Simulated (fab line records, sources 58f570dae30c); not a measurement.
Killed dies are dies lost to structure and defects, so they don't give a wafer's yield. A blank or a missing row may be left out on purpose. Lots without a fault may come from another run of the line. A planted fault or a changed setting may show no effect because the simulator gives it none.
Which tool did it? | flow berkeley_cmos170 | 14 lots, 42 wafers sampled, at 5 steps of a route of 331

WHAT THE GAUGES READ, wafer by wafer
UCB170_V2_THK_MEAS_04.
lot  | measured     | on            | V2_POLISHED_THK (nm)
L773 | day 8 17:46  | film_metro-03 | 999.3 1002.2 998.4
L772 | day 8 17:02  | film_metro-02 | 999.2 997.4 999.8
L776 | day 9 09:22  | film_metro-02 | 999.5 1001.0 999.9
L778 | day 9 15:11  | film_metro-01 | 1002.2 1000.5 1000.2
L781 | day 10 04:56 | film_metro-02 | 999.2 1001.1 1000.2
L779 | day 10 05:19 | film_metro-01 | 998.5 1000.0 997.8
L782 | day 10 06:58 | film_metro-03 | 999.0 998.8 998.3
L780 | day 10 07:16 | film_metro-02 | 1000.9 1000.1 998.6
L785 | day 11 02:42 | film_metro-02 | 1001.3 1000.4 999.7
L784 | day 11 04:22 | film_metro-02 | 999.5 997.4 996.5
L783 | day 11 05:38 | film_metro-03 | 1340.0 1348.3 1353.4
L786 | day 11 15:55 | film_metro-01 | 1327.4 1352.0 1355.8
L788 | day 12 08:51 | film_metro-03 | 998.2 1000.1 998.9
L794 | day 13 10:26 | film_metro-03 | 998.3 999.1 997.1

WHICH TOOL RAN EACH LOT (tool, then ch and the chambers of the sampled wafers, then the start)
lot  | UCB170_SDANNEAL_RTA_00           | UCB170_CONTACT_STRIP_06              | UCB170_M1_ETCH_11                  | UCB170_V2_CMP_02
L773 | rtp_anneal-01 ch 0, day 7 21:50  | plasma_asher-02 ch 0,1, day 8 02:04  | rie_diel-02 ch 0,3, day 8 06:28    | cmp-02 ch 2,3, day 8 17:20
L772 | rtp_anneal-02 ch 0, day 7 22:10  | plasma_asher-01 ch 0,1, day 8 03:25  | rie_diel-02 ch 0,1,3, day 8 07:09  | cmp-02 ch 0,1,3, day 8 16:40
L776 | rtp_anneal-02 ch 0, day 8 13:59  | plasma_asher-02 ch 0,1, day 8 18:13  | rie_diel-01 ch 1,3, day 9 00:11    | cmp-01 ch 0,2, day 9 08:56
L778 | rtp_anneal-02 ch 0, day 8 21:59  | plasma_asher-01 ch 0,1, day 9 02:05  | rie_diel-02 ch 0,2, day 9 05:21    | cmp-01 ch 1,2, day 9 14:49
L781 | rtp_anneal-01 ch 0, day 9 12:34  | plasma_asher-02 ch 0,1, day 9 16:04  | rie_diel-04 ch 0,2, day 9 19:36    | cmp-01 ch 1,2, day 10 04:29
L779 | rtp_anneal-02 ch 0, day 9 12:53  | plasma_asher-01 ch 0,1, day 9 16:20  | rie_diel-01 ch 0,1,2, day 9 19:50  | cmp-01 ch 0,1,2, day 10 05:00
L782 | rtp_anneal-01 ch 0, day 9 13:16  | plasma_asher-01 ch 0,1, day 9 17:49  | rie_diel-04 ch 0,1,2, day 9 21:25  | cmp-01 ch 1,2,3, day 10 06:35
L780 | rtp_anneal-02 ch 0, day 9 13:19  | plasma_asher-03 ch 0,1, day 9 17:49  | rie_diel-01 ch 1,2,3, day 9 21:41  | cmp-01 ch 1,2,3, day 10 06:53
L785 | rtp_anneal-01 ch 0, day 10 12:16 | plasma_asher-01 ch 0,1, day 10 15:59 | rie_diel-04 ch 1,2, day 10 19:16   | cmp-01 ch 0,1,2, day 11 02:24
L784 | rtp_anneal-02 ch 0, day 10 12:17 | plasma_asher-03 ch 0,1, day 10 16:40 | rie_diel-02 ch 2,3, day 10 20:05   | cmp-02 ch 0,1,2, day 11 03:58
L783 | rtp_anneal-01 ch 0, day 10 12:31 | plasma_asher-01 ch 0,1, day 10 17:44 | rie_diel-01 ch 0,1, day 10 21:01   | cmp-01 ch 0,2,3, day 11 05:13
L786 | rtp_anneal-02 ch 0, day 10 23:57 | plasma_asher-01 ch 0,1, day 11 03:33 | rie_diel-01 ch 1,2, day 11 07:49   | cmp-01 ch 0,1, day 11 15:29
L788 | rtp_anneal-02 ch 0, day 11 14:30 | plasma_asher-01 ch 0,1, day 11 18:05 | rie_diel-02 ch 0,1,2, day 11 22:07 | cmp-02 ch 0,2, day 12 08:25
L794 | rtp_anneal-02 ch 0, day 12 14:55 | plasma_asher-02 ch 0,1, day 12 20:23 | rie_diel-02 ch 0,1,2, day 12 23:50 | cmp-02 ch 0,2,3, day 13 10:07
- UCB170_SDANNEAL_RTA_00: time 10 s.
- UCB170_CONTACT_STRIP_06: strips in O2.
- UCB170_M1_ETCH_11: etches BARC in N2/H2.
- UCB170_V2_CMP_02: polishes SiO2.

WHAT THE TOOLS THEMSELVES READ (means of the sampled wafers that have a number; where no wafer has one, the mark that the record gives instead)
UCB170_SDANNEAL_RTA_00.
lot  | tool          | chamber_o2_ppm | lamp_power_pct (%) | wafer_temp_C_max
L773 | rtp_anneal-01 | 2.002          | 20.1               | 902.6
L772 | rtp_anneal-02 | 2.031          | 22.9               | 905.1
L776 | rtp_anneal-02 | 2.001          | 22.9               | 905.4
L778 | rtp_anneal-02 | 1.993          | 22.9               | 904.9
L781 | rtp_anneal-01 | 1.996          | 20.1               | 903.3
L779 | rtp_anneal-02 | 1.993          | 22.9               | 905.1
L782 | rtp_anneal-01 | 1.999          | 20.1               | 902.7
L780 | rtp_anneal-02 | 2.017          | 22.9               | 906.1
L785 | rtp_anneal-01 | 1.988          | 20.1               | 902.3
L784 | rtp_anneal-02 | 1.991          | 22.9               | 906.9
L783 | rtp_anneal-01 | 2.000          | 20.1               | 902.1
L786 | rtp_anneal-02 | 2.025          | 22.9               | 905.1
L788 | rtp_anneal-02 | 2.030          | 22.9               | 906.0
L794 | rtp_anneal-02 | 1.985          | 22.9               | 905.6

UCB170_CONTACT_STRIP_06.
lot  | tool            | drypump_motor_current_A (A) | oes_product_au (a.u.) | strip_time_to_endpoint_s (s)
L773 | plasma_asher-02 | 6.5                         | 0.737                 | 22.01
L772 | plasma_asher-01 | 5.2                         | 0.734                 | 22.02
L776 | plasma_asher-02 | 6.2                         | 0.735                 | 22.03
L778 | plasma_asher-01 | 5.4                         | 0.733                 | 22.01
L781 | plasma_asher-02 | 6.2                         | 0.734                 | 22.00
L779 | plasma_asher-01 | 5.4                         | 0.735                 | 22.00
L782 | plasma_asher-01 | 5.4                         | 0.735                 | 21.93
L780 | plasma_asher-03 | 5.5                         | 0.734                 | 22.04
L785 | plasma_asher-01 | 5.2                         | 0.738                 | 22.00
L784 | plasma_asher-03 | 5.3                         | 0.737                 | 22.02
L783 | plasma_asher-01 | 5.4                         | 0.731                 | 22.03
L786 | plasma_asher-01 | 5.4                         | 0.734                 | 22.03
L788 | plasma_asher-01 | 5.2                         | 0.733                 | 21.97
L794 | plasma_asher-02 | 6.5                         | 0.732                 | 22.07

UCB170_M1_ETCH_11.
lot  | tool        | drypump_motor_current_A (A) | h2_flow_sccm (sccm) | oes_product_au (a.u.) | throttle_valve_pct (%)
L773 | rie_diel-02 | 5.2                         | 200.3               | 0.993                 | 13.48
L772 | rie_diel-02 | 5.5                         | 199.9               | 0.996                 | 13.38
L776 | rie_diel-01 | 5.1                         | 199.3               | 0.981                 | 13.42
L778 | rie_diel-02 | 5.9                         | 200.1               | 0.987                 | 13.42
L781 | rie_diel-04 | 5.9                         | 199.6               | 0.992                 | 13.38
L779 | rie_diel-01 | 5.4                         | 200.5               | 0.994                 | 13.35
L782 | rie_diel-04 | 6.1                         | 200.1               | 1.002                 | 13.36
L780 | rie_diel-01 | 5.3                         | 199.8               | 1.004                 | 13.35
L785 | rie_diel-04 | 6.3                         | 200.3               | 0.997                 | 13.42
L784 | rie_diel-02 | 5.8                         | 200.0               | 0.988                 | 13.56
L783 | rie_diel-01 | 5.3                         | 199.9               | 0.977                 | 13.37
L786 | rie_diel-01 | 5.6                         | 199.9               | 1.004                 | 13.33
L788 | rie_diel-02 | 5.9                         | 200.0               | 0.982                 | 13.38
L794 | rie_diel-02 | 5.9                         | 199.8               | 0.985                 | 13.38

UCB170_V2_CMP_02.
lot  | tool   | edge_zone_pressure_frac | head_pressure_psi (psi) | motor_current_A (A)
L773 | cmp-02 | 1.000                   | 6.002                   | 15.6
L772 | cmp-02 | 1.002                   | 6.011                   | 17.0
L776 | cmp-01 | 1.001                   | 5.994                   | 16.1
L778 | cmp-01 | 1.002                   | 6.002                   | 17.3
L781 | cmp-01 | 1.004                   | 5.993                   | 17.4
L779 | cmp-01 | 1.001                   | 6.006                   | 16.9
L782 | cmp-01 | 1.002                   | 6.006                   | 17.1
L780 | cmp-01 | 1.000                   | 6.000                   | 16.8
L785 | cmp-01 | 1.000                   | 5.999                   | 17.0
L784 | cmp-02 | 0.999                   | 5.987                   | 15.1
L783 | cmp-01 | 1.002                   | 5.991                   | 16.0
L786 | cmp-01 | 1.003                   | 6.000                   | 15.9
L788 | cmp-02 | 0.998                   | 5.999                   | 14.9
L794 | cmp-02 | 0.995                   | 6.003                   | 15.1

THE ANSWER, worked out from the rows above alone
Rule: what is usual is taken from the lots themselves. Put in order of their means at a reading, lots are off if they are a third of the lots or fewer, leave a main group of 4 or more, and stand apart from it by a gap of 3 or more times the standard deviation of the main group's means; of several such gaps the widest counts. A main group whose means are all the same, to the digits that the tables above print for the reading, isn't used. A lot without any number at a reading at which 4 lots or more have one is off too. The other lots that the step has rows for count as sound. The gauges are gone through in route order, then the tools' own readings, and for those a lot's mean is taken as printed above. The first step at which some lot is off is used, and at that step the reading that is off furthest; a lot without a number counts as furthest.
Off: L783, L786, at UCB170_V2_THK_MEAS_04 (V2_POLISHED_THK). The main group: mean 999.4 nm, standard deviation 0.94.
A tool fits if, at a process step before that reading, it ran every lot that is off, and no sound lot after the first of them. The gauges at UCB170_V2_THK_MEAS_04 are tried like those tools. Can't be told from this: 2 tools fit, rie_diel-01 at UCB170_M1_ETCH_11, cmp-01 at UCB170_V2_CMP_02.

WHAT THE SIMULATOR HAD PUT IN
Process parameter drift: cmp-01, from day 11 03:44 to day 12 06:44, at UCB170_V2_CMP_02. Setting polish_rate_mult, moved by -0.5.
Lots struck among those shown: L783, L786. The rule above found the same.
